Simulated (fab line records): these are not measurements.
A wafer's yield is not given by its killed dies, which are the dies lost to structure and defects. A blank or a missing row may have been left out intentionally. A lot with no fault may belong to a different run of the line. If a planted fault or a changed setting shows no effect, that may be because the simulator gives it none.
Which tool is to blame? | flow berkeley_cmos170 | 14 lots with 42 wafers sampled at 6 steps, on a route of 331 steps

WHAT THE GAUGES READ, wafer by wafer
UCB170_NWELL_THK_MEAS_05. Usual: for NWELL_NITRIDE_THK the level is 223.7 nm and the standard deviation is 1.9.
lot  | measured    | on            | NWELL_NITRIDE_THK (nm) | flag
L171 | day 2 10:20 | film_metro-04 | 223.2 226.7 225.1      |
L172 | day 2 12:43 | film_metro-02 | 224.1 222.7 222.2      |
L173 | day 2 22:23 | film_metro-02 | 226.3 225.7 227.2      |
L174 | day 2 22:23 | film_metro-04 | 227.1 225.7 228.4      |
L175 | day 3 06:34 | film_metro-04 | 222.6 224.5 223.7      |
L177 | day 3 06:35 | film_metro-03 | 223.8 224.3 222.6      |
L179 | day 3 19:28 | film_metro-02 | 225.1 225.9 224.0      |
L180 | day 4 03:16 | film_metro-03 | 222.8 222.6 224.6      |
L181 | day 4 07:13 | film_metro-02 | 223.3 222.4 223.0      |
L182 | day 4 11:46 | film_metro-03 | 224.7 222.6 224.5      |
L183 | day 4 17:22 | film_metro-04 | 224.6 224.7 226.9      |
L184 | day 4 23:52 | film_metro-02 | 450.2 448.7 445.3      | OFF
L189 | day 5 19:02 | film_metro-02 | 221.1 221.3 222.3      |
L191 | day 6 11:46 | film_metro-02 | 443.4 443.7 440.4      | OFF

UCB170_ACTIVE_CD_MEAS_13: the cd target is 1200 nm. Usual: cd_nm 1200.5 nm, standard deviation 1.4.
lot  | measured    | on        | cd_nm (nm)           | flag
L171 | day 4 08:19 | cd_sem-02 | 1201.0 1200.1 1201.3 |
L172 | day 4 08:02 | cd_sem-01 | 1199.5 1200.1 1200.8 |
L173 | day 4 19:46 | cd_sem-01 | 1201.2 1200.8 1201.6 |
L174 | day 4 19:29 | cd_sem-01 | 1201.5 1201.2 1200.5 |
L175 | day 5 02:02 | cd_sem-01 | 1200.9 1199.5 1199.2 |
L177 | day 5 01:42 | cd_sem-01 | 1201.4 1200.0 1200.9 |
L179 | day 5 12:53 | cd_sem-01 | 1202.7 1202.0 1201.2 |
L180 | day 5 18:32 | cd_sem-01 | 1197.8 1196.6 1199.2 |
L181 | day 6 01:06 | cd_sem-01 | 1201.5 1198.3 1200.9 |
L182 | day 6 01:20 | cd_sem-02 | 1198.8 1199.1 1198.5 |
L183 | day 6 13:12 | cd_sem-02 | 1201.1 1199.2 1198.5 |
L189 | day 7 21:37 | cd_sem-02 | 1198.7 1198.7 1199.3 |

UCB170_PVT_TW_MEAS_09. Usual: for PVT_TW the level is 505.0 and the standard deviation is 2.4.
lot  | measured    | on            | PVT_TW            | flag
L171 | day 5 13:54 | film_metro-02 | 505.6 508.3 505.7 |
L172 | day 5 13:38 | film_metro-01 | 502.2 503.0 509.1 |
L173 | day 5 21:50 | film_metro-03 | 501.3 502.3 504.3 |
L174 | day 5 21:44 | film_metro-02 | 509.2 510.2 507.8 |
L175 | day 6 04:49 | film_metro-02 | 505.2 506.6 507.2 |
L177 | day 6 05:26 | film_metro-01 | 505.3 507.5 506.4 |
L179 | day 6 17:26 | film_metro-02 | 505.9 505.8 506.4 |
L180 | day 6 22:06 | film_metro-02 | 504.9 504.1 505.4 |
L181 | day 7 13:17 | film_metro-03 | 504.1 503.8 500.9 |
L182 | day 7 13:02 | film_metro-02 | 507.0 506.0 509.8 |
L183 | day 8 00:08 | film_metro-01 | 502.4 505.7 506.7 |
L189 | day 9 05:40 | film_metro-03 | 502.6 503.9 503.9 |

UCB170_M3_THK_MEAS_03: measures by xrf. Usual: for M3_AL_THK the level is 913 nm and the standard deviation is 9.7.
lot  | measured     | on            | M3_AL_THK (nm) | flag
L171 | day 7 17:11  | film_metro-03 | 892 896 897    |
L172 | day 7 16:14  | film_metro-04 | 924 902 925    |
L173 | day 7 17:01  | film_metro-01 | 915 918 907    |
L174 | day 7 17:28  | film_metro-04 | 897 922 928    |
L175 | day 8 08:21  | film_metro-04 | 923 920 919    |
L177 | day 8 07:14  | film_metro-03 | 908 900 909    |
L179 | day 8 20:41  | film_metro-03 | 902 913 907    |
L180 | day 9 00:38  | film_metro-01 | 911 901 905    |
L181 | day 9 12:16  | film_metro-01 | 894 897 891    |
L182 | day 9 12:01  | film_metro-03 | 921 919 925    |
L183 | day 9 23:17  | film_metro-04 | 928 925 919    |
L189 | day 11 06:05 | film_metro-04 | 922 918 918    |

WHICH TOOL RAN EACH LOT (tool, then ch and the chambers of the sampled wafers, then the start)
lot  | UCB170_NWELL_CVD_04                                       | UCB170_NWELL_ETCH_13
L171 | lpcvd-02 ch 1, day 2 08:25                                | rie_diel-01 ch 0,2,3, day 2 11:17
L172 | lpcvd-01 ch 1, day 2 10:46                                | rie_diel-01 ch 1,2,3, day 2 13:41
L173 | lpcvd-02 ch 0, day 2 20:28                                | rie_diel-01 ch 0,1,2, day 3 00:07
L174 | lpcvd-02 ch 0, day 2 20:28                                | rie_diel-02 ch 0,3, day 3 00:05
L175 | lpcvd-01 ch 1, day 3 04:37                                | rie_diel-01 ch 0,1,2, day 3 07:29
L177 | lpcvd-01 ch 0, day 3 04:37                                | rie_diel-01 ch 0,1,2, day 3 07:51
L179 | lpcvd-01 ch 0, day 3 17:32                                | rie_diel-03 ch 0,1,2, day 3 20:47
L180 | lpcvd-01 ch 0, day 4 01:19                                | rie_diel-03 ch 1,2, day 4 04:28
L181 | lpcvd-02 ch 0, day 4 04:13                                | rie_diel-01 ch 1,3, day 4 08:30
L182 | lpcvd-02 ch 1, day 4 09:49                                | rie_diel-03 ch 1,2,3, day 4 13:01
L183 | lpcvd-02 ch 0, day 4 15:25                                | rie_diel-01 ch 0,1, day 4 19:14
L184 | lpcvd-01 ch 1, day 4 19:21                                | rie_diel-01 ch 0,1,3, day 5 01:13
L189 | lpcvd-02 ch 0, day 5 17:05                                | rie_diel-03 ch 0,2,3, day 5 20:34
L191 | lpcvd-02 ch 1, day 6 06:19 and lpcvd-01 ch 1, day 6 09:47 | rie_diel-02 ch 1,3, day 6 12:46
- UCB170_NWELL_CVD_04: deposits Si3N4 from SiH2Cl2/NH3, target thk 224 nm, time 3360 s.
- UCB170_NWELL_ETCH_13: etches Si3N4 in CH3F/Ar/O2, stops on SiO2, target depth 246.4 nm, time 154 s.

WHAT THE TOOLS THEMSELVES READ (means of the sampled wafers that have a number; where no wafer has one, the mark that the record gives instead)
UCB170_NWELL_CVD_04. Usual: spike_tc_source_C 822.5 C, standard deviation 2.
lot  | tool              | spike_tc_source_C (C) | flag
L171 | lpcvd-02          | 824.8                 |
L172 | lpcvd-01          | 820.7                 |
L173 | lpcvd-02          | 821.7                 |
L174 | lpcvd-02          | 821.6                 |
L175 | lpcvd-01          | 820.9                 |
L177 | lpcvd-01          | 823.2                 |
L179 | lpcvd-01          | 822.2                 |
L180 | lpcvd-01          | 821.9                 |
L181 | lpcvd-02          | 821.7                 |
L182 | lpcvd-02          | 825.9                 |
L183 | lpcvd-02          | 820.6                 |
L184 | lpcvd-01          | 821.3                 |
L189 | lpcvd-02          | 821.1                 |
L191 | lpcvd-02/lpcvd-01 | 822.5                 |

UCB170_NWELL_ETCH_13. Usual: drypump_motor_current_A 5.6 A, standard deviation 0.57; oes_product_au 0.937 a.u., standard deviation 0.015; throttle_valve_pct 8.02 %, standard deviation 0.13.
lot  | tool        | drypump_motor_current_A (A) | oes_product_au (a.u.) | throttle_valve_pct (%) | flag
L171 | rie_diel-01 | 5.2                         | 0.945                 | 8.01                   |
L172 | rie_diel-01 | 5.7                         | 0.949                 | 8.01                   |
L173 | rie_diel-01 | 5.8                         | 0.945                 | 7.94                   |
L174 | rie_diel-02 | 5.8                         | 0.956                 | 8.04                   |
L175 | rie_diel-01 | 5.8                         | 0.938                 | 7.94                   |
L177 | rie_diel-01 | 5.8                         | 0.940                 | 7.94                   |
L179 | rie_diel-03 | 5.8                         | 0.930                 | 8.12                   |
L180 | rie_diel-03 | 6.2                         | 0.933                 | 8.21                   |
L181 | rie_diel-01 | 5.7                         | 0.952                 | 8.08                   |
L182 | rie_diel-03 | 5.7                         | 0.925                 | 8.14                   |
L183 | rie_diel-01 | 5.7                         | 0.939                 | 7.94                   |
L184 | rie_diel-01 | 5.7                         | 1.002                 | 8.01                   | OFF
L189 | rie_diel-03 | 5.4                         | 0.926                 | 8.04                   |
L191 | rie_diel-02 | 5.7                         | 0.977                 | 7.89                   |

THE ANSWER, worked out from the rows above alone
Rule: take the mean of a lot's wafers that have a number; if it is more than 3 standard deviations from the usual mean, the lot is off. Also off: a lot with no number at a reading for which 4 or more lots have one. Any other lot the step has rows for is counted as sound. The gauges are gone through in route order, then the tools' own readings, and for those a lot's mean is taken as printed above. At the first step where some lot is off, the reading lying furthest off is the one used; lots without a number count as furthest.
Off: L184, L191, at UCB170_NWELL_THK_MEAS_05 (NWELL_NITRIDE_THK).
If a tool, at a process step before that reading, ran all the lots that are off and no sound lot after the first of them, it fits. Gauges at UCB170_NWELL_THK_MEAS_05: tried the same way as those tools. One fits: lpcvd-01 at UCB170_NWELL_CVD_04. Its last sound lot is L180 (day 4 01:19), its first lot that is off L184 (day 4 19:21): a fault that began between those two fits.

WHAT THE SIMULATOR HAD INSERTED
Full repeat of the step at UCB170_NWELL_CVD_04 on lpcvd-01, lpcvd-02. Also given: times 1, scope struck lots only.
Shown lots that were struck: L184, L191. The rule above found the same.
